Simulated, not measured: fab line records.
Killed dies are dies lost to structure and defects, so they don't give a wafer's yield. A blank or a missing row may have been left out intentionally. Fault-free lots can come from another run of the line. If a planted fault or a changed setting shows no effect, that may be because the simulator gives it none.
fab line records ; flow berkeley-cmos170
[record] lots = 14; wafers = 42; last-day = 12
route steps=331 shown NSD@195
lots that met no fault: from a run of the same line without faults
start-h: the number of hours between the record's first day and the start of the first shown wafer of the lot ; wait-h: time in hours since the lot's previous step ; " the same as in the row above ; L1.1+2: a single row standing in for several wafers ; - no value, or no start given ; * or withheld: withheld ; < > ~ a bound
route shown NAME@n: a module of which the file shows steps, and the number in the route of the first ; usual: average and standard deviation across the fault-free wafers ; same: alike in all rows ; chamber/n: place in a boat ; sites: readings site by site ; _std_site: standard deviation across them ; _edge_site: inner sites' mean taken away from outer sites' mean ; radius-mm: how far each site lies from the wafer's centre ; mask NAME#n: copy n ; behind: the most recent tool/chamber to have shaped the wafer ; hold: the reason the lot was held/the length of the hold in hours/how it ended ; device: transistor that didn't switch, given as n, p or np ; end of line: at the end of the route, the tests of the same wafers ; a step with no rows: only its recipe ; killed: count of dies lost to structure and defects at first sort (not the wafer's yield) ; map: a wafer's dies, marking killed ones x, the rest . and places with no die _
set.NAME: the setting the step ran with; set.NAME@STEP: the setting that earlier step ran with ; model.NAME: the simulator's own value behind a step, which no gauge read
one table for each step of the route and one row for each wafer, over a sample of lots
services: the hour from which a tool's chamber was out of use, counted from the record's first day as start-h (under 0 if before that day), plus the number of hours and why
[[steps]]
[step UCB170_NSD_IMPLANT_08]
[recipe] species = P; dose-cm2 = 3e+15; energy-kev = 40; tilt-deg = 7
[usual] beam-energy-keV = 39.998/0.012; beam-on-s = 10.00/0.2
lot.wafer;tool;chamber;start-h;wait-h;beam-energy-keV;beam-on-s
L779.2;implanter-02;0;170.69;0.0;40.029;9.79
L779.3;implanter-02;0;170.69;0.0;40.006;9.95
L779.4;implanter-02;0;170.69;0.0;40.009;9.85
L784.1;implanter-02;0;183.80;0.0;40.013;10.20
L784.4;implanter-02;0;183.80;0.0;40.008;9.88
L784.5;implanter-02;0;183.80;0.0;40.000;9.91
L781.1;implanter-03;0;183.92;0.0;40.010;10.21
L781.2;implanter-03;0;183.92;0.0;39.993;10.10
L781.6;implanter-03;0;183.92;0.0;39.995;9.74
L783.1;implanter-04;0;184.16;0.0;39.998;10.25
L783.2;implanter-04;0;184.16;0.0;40.005;9.89
L783.6;implanter-04;0;184.16;0.0;39.991;10.17
L780.1;implanter-03;0;184.40;0.0;40.004;9.57
L780.2;implanter-03;0;184.40;0.0;39.995;9.67
L780.3;implanter-03;0;184.40;0.0;39.992;10.10
L786.2;implanter-03;0;201.92;0.0;40.004;10.24
L786.4;implanter-03;0;201.92;0.0;40.011;10.49
L786.6;implanter-03;0;201.92;0.0;39.993;10.20
L789.2;implanter-03;-;221.41;0.0;-;-
L789.4;implanter-03;-;221.41;0.0;-;-
L789.5;implanter-03;-;221.41;0.0;-;-
L791.2;implanter-02;-;221.41;0.0;-;-
L791.5;implanter-02;-;221.41;0.0;-;-
L791.6;implanter-02;-;221.41;0.0;-;-
L796.1;implanter-02;0;238.27;0.0;39.999;10.08
L796.2;implanter-02;0;238.27;0.0;39.993;9.92
L796.4;implanter-02;0;238.27;0.0;39.992;9.75
L797.2;implanter-04;0;238.54;0.0;39.998;10.10
L797.4;implanter-04;0;238.54;0.0;40.001;9.72
L797.5;implanter-04;0;238.54;0.0;40.009;9.83
L795.2;implanter-02;0;238.81;0.0;40.003;10.20
L795.3;implanter-02;0;238.81;0.0;39.994;10.37
L795.5;implanter-02;0;238.81;0.0;39.984;10.38
L799.1;implanter-02;0;255.35;0.0;40.004;9.69
L799.4;implanter-02;0;255.35;0.0;40.000;10.07
L799.6;implanter-02;0;255.35;0.0;39.999;9.85
L798.1;implanter-04;0;255.47;0.0;39.999;9.89
L798.3;implanter-04;0;255.47;0.0;39.986;9.86
L798.5;implanter-04;0;255.47;0.0;40.003;9.92
L801.1;implanter-03;0;268.57;0.0;39.992;10.02
L801.4;implanter-03;0;268.57;0.0;40.007;10.35
L801.5;implanter-03;0;268.57;0.0;40.006;10.05
[step UCB170_NSD_STRIP_09]
[recipe] chemistry = O2; power-w = 400; pressure-mtorr = 3500; platen-temp-c = withheld; o2-flow-sccm = 400; overash-fraction = 0.5
[usual] drypump-motor-current-A = 5.7/0.41; oes-product-au = 0.534/0.0042; strip-time-to-endpoint-s = 35.83/0.08
lot.wafer;tool;chamber;start-h;wait-h;drypump-motor-current-A;oes-product-au;rf-hours-counter-h;strip-time-to-endpoint-s
L779.2;plasma-asher-04;1;170.81;0.1;5.5;0.532;39;35.83
L779.3;plasma-asher-04;0;170.81;0.1;5.4;0.534;-;35.89
L779.4;plasma-asher-04;1;170.81;0.1;5.5;0.526;-;35.83
L784.1;plasma-asher-04;1;183.95;0.1;5.5;0.532;41;35.78
L784.4;plasma-asher-04;1;183.95;0.1;5.5;0.534;-;35.76
L784.5;plasma-asher-04;1;183.95;0.1;5.5;0.531;-;35.75
L781.1;plasma-asher-03;0;184.07;0.1;5.7;0.536;46;35.81
L781.2;plasma-asher-03;1;184.07;0.1;5.8;0.535;46;35.73
L781.6;plasma-asher-03;0;184.07;0.1;5.7;0.533;-;35.81
L783.1;plasma-asher-01;0;184.31;0.1;6.7;0.534;6;35.83
L783.2;plasma-asher-01;1;184.31;0.1;5.5;0.527;6;35.85
L783.6;plasma-asher-01;1;184.31;0.1;5.5;0.523;-;35.87
L780.1;plasma-asher-04;1;184.55;0.1;5.5;0.541;41;35.80
L780.2;plasma-asher-04;0;184.55;0.1;5.5;0.535;41;35.87
L780.3;plasma-asher-04;1;184.55;0.1;5.5;0.536;-;35.88
L786.2;plasma-asher-03;0;202.04;0.1;5.7;0.531;49;35.72
L786.4;plasma-asher-03;0;202.04;0.1;5.7;0.542;-;35.71
L786.6;plasma-asher-03;0;202.04;0.1;5.7;0.538;-;35.72
L789.2;plasma-asher-04;1;221.53;0.1;5.5;0.733;45;21.70
L789.4;plasma-asher-04;1;221.53;0.1;5.5;0.734;-;21.63
L789.5;plasma-asher-04;1;221.53;0.1;5.5;0.733;-;21.70
L791.2;plasma-asher-03;0;221.54;0.1;5.7;0.729;51;21.58
L791.5;plasma-asher-03;1;221.54;0.1;5.9;0.738;-;21.57
L791.6;plasma-asher-03;0;221.54;0.1;5.7;0.738;-;21.68
L796.1;plasma-asher-01;0;238.42;0.1;6.6;0.527;13;35.85
L796.2;plasma-asher-01;1;238.42;0.1;5.5;0.531;13;35.88
L796.4;plasma-asher-01;0;238.42;0.1;6.7;0.537;-;35.81
L797.2;plasma-asher-04;0;238.66;0.1;5.5;0.527;47;35.69
L797.4;plasma-asher-04;0;238.66;0.1;5.5;0.534;-;35.82
L797.5;plasma-asher-04;1;238.66;0.1;5.5;0.538;-;35.75
L795.2;plasma-asher-03;1;238.94;0.1;5.8;0.529;53;35.81
L795.3;plasma-asher-03;1;238.94;0.1;5.8;0.539;-;35.83
L795.5;plasma-asher-03;0;238.94;0.1;5.7;0.529;-;35.81
L799.1;plasma-asher-04;0;255.50;0.1;5.5;0.537;49;35.77
L799.4;plasma-asher-04;0;255.50;0.1;5.5;0.538;-;35.72
L799.6;plasma-asher-04;0;255.50;0.1;5.5;0.540;-;35.79
L798.1;plasma-asher-01;1;255.62;0.1;5.5;0.542;15;35.76
L798.3;plasma-asher-01;0;255.62;0.1;6.7;0.533;-;35.78
L798.5;plasma-asher-01;0;255.62;0.1;6.7;0.541;-;35.81
L801.1;plasma-asher-03;1;268.72;0.1;5.9;0.530;57;35.76
L801.4;plasma-asher-03;1;268.72;0.1;5.8;0.535;-;35.76
L801.5;plasma-asher-03;0;268.72;0.1;5.7;0.534;-;35.75
[step UCB170_NSD_TW_MEAS_10]
[usual] NSD_TW = 4170/29
lot.wafer;tool;chamber;start-h;wait-h;NSD_TW
L779.2;film-metro-01;-;170.92;0.1;4151
L779.3;film-metro-01;-;170.92;0.1;4152
L779.4;film-metro-01;-;170.92;0.1;4148
L784.1;film-metro-01;-;184.05;0.1;4151
L784.4;film-metro-01;-;184.05;0.1;4151
L784.5;film-metro-01;-;184.05;0.1;4149
L781.1;film-metro-02;-;184.17;0.1;4232
L781.2;film-metro-02;-;184.17;0.1;4220
L781.6;film-metro-02;-;184.17;0.1;4215
L783.1;film-metro-01;-;184.41;0.1;4183
L783.2;film-metro-01;-;184.41;0.1;4157
L783.6;film-metro-01;-;184.41;0.1;4144
L780.1;film-metro-02;-;184.65;0.1;4186
L780.2;film-metro-02;-;184.65;0.1;4178
L780.3;film-metro-02;-;184.65;0.1;4184
L786.2;film-metro-01;-;202.15;0.1;4132
L786.4;film-metro-01;-;202.15;0.1;4127
L786.6;film-metro-01;-;202.15;0.1;4136
L789.2;film-metro-03;-;221.64;0.1;30
L789.4;film-metro-03;-;221.64;0.1;30
L789.5;film-metro-03;-;221.64;0.1;30
L791.2;film-metro-01;-;221.65;0.1;30
L791.5;film-metro-01;-;221.65;0.1;30
L791.6;film-metro-01;-;221.65;0.1;30
L796.1;film-metro-03;-;238.52;0.1;4174
L796.2;film-metro-03;-;238.52;0.1;4145
L796.4;film-metro-03;-;238.52;0.1;4152
L797.2;film-metro-01;-;238.77;0.1;4149
L797.4;film-metro-01;-;238.77;0.1;4124
L797.5;film-metro-01;-;238.77;0.1;4156
L795.2;film-metro-02;-;239.13;0.2;4207
L795.3;film-metro-02;-;239.13;0.2;4216
L795.5;film-metro-02;-;239.13;0.2;4200
L799.1;film-metro-03;-;255.60;0.1;4178
L799.4;film-metro-03;-;255.60;0.1;4181
L799.6;film-metro-03;-;255.60;0.1;4166
L798.1;film-metro-02;-;255.72;0.1;4180
L798.3;film-metro-02;-;255.72;0.1;4194
L798.5;film-metro-02;-;255.72;0.1;4196
L801.1;film-metro-03;-;268.82;0.1;4175
L801.4;film-metro-03;-;268.82;0.1;4143
L801.5;film-metro-03;-;268.82;0.1;4161
[step UCB170_SDANNEAL_RS_MEAS_03]
[recipe] thk-meas-gauge = four-point-probe
[usual] NSD_RS = 37.26/0.094
lot.wafer;tool;chamber;start-h;wait-h;NSD_RS[ohm/sq]
L779.2;film-metro-03;-;172.88;0.1;37.20
L779.3;film-metro-03;-;172.88;0.1;37.23
L779.4;film-metro-03;-;172.88;0.1;37.31
L784.1;film-metro-02;-;185.42;0.1;37.20
L784.4;film-metro-02;-;185.42;0.1;37.17
L784.5;film-metro-02;-;185.42;0.1;37.29
L781.1;film-metro-03;-;185.59;0.1;37.28
L781.2;film-metro-03;-;185.59;0.1;37.27
L781.6;film-metro-03;-;185.59;0.1;37.27
L783.1;film-metro-02;-;185.96;0.1;37.26
L783.2;film-metro-02;-;185.96;0.1;37.19
L783.6;film-metro-02;-;185.96;0.1;37.22
L780.1;film-metro-01;-;186.00;0.1;37.38
L780.2;film-metro-01;-;186.00;0.1;37.25
L780.3;film-metro-01;-;186.00;0.1;37.26
L786.2;film-metro-03;-;203.56;0.1;37.30
L786.4;film-metro-03;-;203.56;0.1;37.27
L786.6;film-metro-03;-;203.56;0.1;37.34
L789.2;film-metro-02;-;223.85;0.1;132.88
L789.4;film-metro-02;-;223.85;0.1;132.74
L789.5;film-metro-02;-;223.85;0.1;132.90
L791.2;film-metro-02;-;224.33;0.1;133.04
L791.5;film-metro-02;-;224.33;0.1;133.07
L791.6;film-metro-02;-;224.33;0.1;133.16
L796.1;film-metro-03;-;239.73;0.1;37.33
L796.2;film-metro-03;-;239.73;0.1;37.23
L796.4;film-metro-03;-;239.73;0.1;37.19
L797.2;film-metro-02;-;239.99;0.1;37.35
L797.4;film-metro-02;-;239.99;0.1;37.28
L797.5;film-metro-02;-;239.99;0.1;37.27
L795.2;film-metro-02;-;240.89;0.1;37.32
L795.3;film-metro-02;-;240.89;0.1;37.24
L795.5;film-metro-02;-;240.89;0.1;37.26
L799.1;film-metro-02;-;256.82;0.1;37.32
L799.4;film-metro-02;-;256.82;0.1;37.34
L799.6;film-metro-02;-;256.82;0.1;37.21
L798.1;film-metro-03;-;257.48;0.1;37.20
L798.3;film-metro-03;-;257.48;0.1;37.23
L798.5;film-metro-03;-;257.48;0.1;37.24
L801.1;film-metro-03;-;271.39;0.1;37.41
L801.4;film-metro-03;-;271.39;0.1;37.45
L801.5;film-metro-03;-;271.39;0.1;37.39
[[services]]
tool;chamber;start-h;hours;kind
plasma-asher-01;-;168.37;2.7;repair
implanter-03;-;170.25;2.5;pm
implanter-04;-;193.70;7.7;repair
plasma-asher-04;-;194.13;2.8;pm
implanter-04;-;233.88;2.6;pm
implanter-02;-;242.05;4.4;repair
implanter-04;-;251.58;1.3;repair
implanter-03;-;255.29;6.2;repair
[[key]]
[first-sign] step = UCB170_NSD_IMPLANT_08; reading = tool-record; direction = missing
[effect] step = UCB170_NSD_STRIP_09; reading = strip-time-to-endpoint-s; direction = down; sigmas = 99+; usual = *; struck = *
[effect] step = UCB170_NSD_TW_MEAS_10; reading = NSD_TW; direction = down; sigmas = 99+; usual = 4170; struck = 30
[effect] step = UCB170_SDANNEAL_RS_MEAS_03; reading = NSD_RS; direction = up; sigmas = 99+; usual = 37.26; struck = 132.97
met-at UCB170_NSD_IMPLANT_08
struck-lots L789,L791
later-rows-left-out L789.2,L789.4,L789.5,L791.2,L791.5,L791.6
sort-left-out L789.2,L789.4,L789.5,L791.2,L791.5,L791.6
tester-left-out L789,L791
onset-between 201.92 221.41
[fault] kind = skipped-step-whole; tool = implanter-02,implanter-03; chamber = -; onset-h = 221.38; steps = UCB170_NSD_IMPLANT_08; scope = struck-lots-only
// tester-left-out: of these lots the tester's yield and bins aren't shown, on N5 and GAA mostly nor the transistor test; their killed dies are dies lost to structure and defects alone, not to doping, threshold or leakage, so they don't give the yield
// sort-left-out: the simulated sort isn't trusted on such a fault, so these wafers' sort isn't shown, and their yield isn't known
// later-rows-left-out: the simulator's readings of these wafers behind a module that went badly wrong aren't trusted and aren't shown, but for the sort
